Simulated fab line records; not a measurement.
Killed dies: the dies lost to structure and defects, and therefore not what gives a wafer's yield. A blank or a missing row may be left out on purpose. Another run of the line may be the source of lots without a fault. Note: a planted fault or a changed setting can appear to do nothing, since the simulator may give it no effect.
Which tool is to blame? -- flow berkeley cmos170 -- 7 lots, 21 wafers sampled, at 3 steps of a route of 331

== WHAT THE GAUGES READ, wafer by wafer ==
UCB170_M3_CD_MEAS_15: the cd target is 700 nm.
lot,measured,on,cd nm (nm)
L305,day 9 06:20,cd sem-01,700.4 699.4 700.5
L308,day 9 20:04,cd sem-01,700.7 699.8 699.6
L311,day 10 07:41,cd sem-01,698.8 698.3 699.9
L313,day 11 00:23,cd sem-02,700.9 700.6 700.2
L318,day 11 11:34,cd sem-02,700.1 698.8 700.6
L322,day 12 07:12,cd sem-01,700.1 701.5 701.9
L326,day 13 16:55,cd sem-01,700.2 698.0 700.4

== WHICH TOOL RAN EACH LOT (tool, then ch and the chambers of the sampled wafers, then the start) ==
lot,UCB170_PSD_IMPLANT_08,UCB170_M3_SPUTTER_01
L305,"implanter-03 ch 0, day 7 23:14","pvd sputter-02, day 9 03:24"
L308,"implanter-02 ch 0, day 8 16:29","pvd sputter-03, day 9 17:34"
L311,"implanter-03 ch 0, day 9 05:25","pvd sputter-02, day 10 05:10"
L313,"implanter-02 ch 0, day 9 20:05","pvd sputter-01, day 10 22:04"
L318,"implanter-03 ch 0, day 10 07:27","pvd sputter-02, day 11 05:25"
L322,"implanter-01 ch 0, day 11 05:47","pvd sputter-02, day 12 05:14"
L326,"implanter-02 ch 0, day 12 12:51","pvd sputter-02, day 13 14:20"
- UCB170_PSD_IMPLANT_08
- UCB170_M3_SPUTTER_01: material Al, target thk 900 nm, time 120 s.

== THE ANSWER, worked out from the rows above alone ==
Rule: the lots themselves supply what counts as usual. The widest of any qualifying gaps counts: lots, ordered by their means at a reading, are off when they make up no more than a third of the lots, leave a main group of 4 or more, and stand apart from it by 3 or more times the standard deviation of that group's means. If all means in a main group match to the digits the tables above print for the reading, that group is not used. Also off: a lot with no number at a reading for which 4 or more lots have one. The other lots that the step has rows for count as sound.
Nothing can be told from this: no lot is off at any reading shown.

== WHAT THE SIMULATOR PUT IN ==
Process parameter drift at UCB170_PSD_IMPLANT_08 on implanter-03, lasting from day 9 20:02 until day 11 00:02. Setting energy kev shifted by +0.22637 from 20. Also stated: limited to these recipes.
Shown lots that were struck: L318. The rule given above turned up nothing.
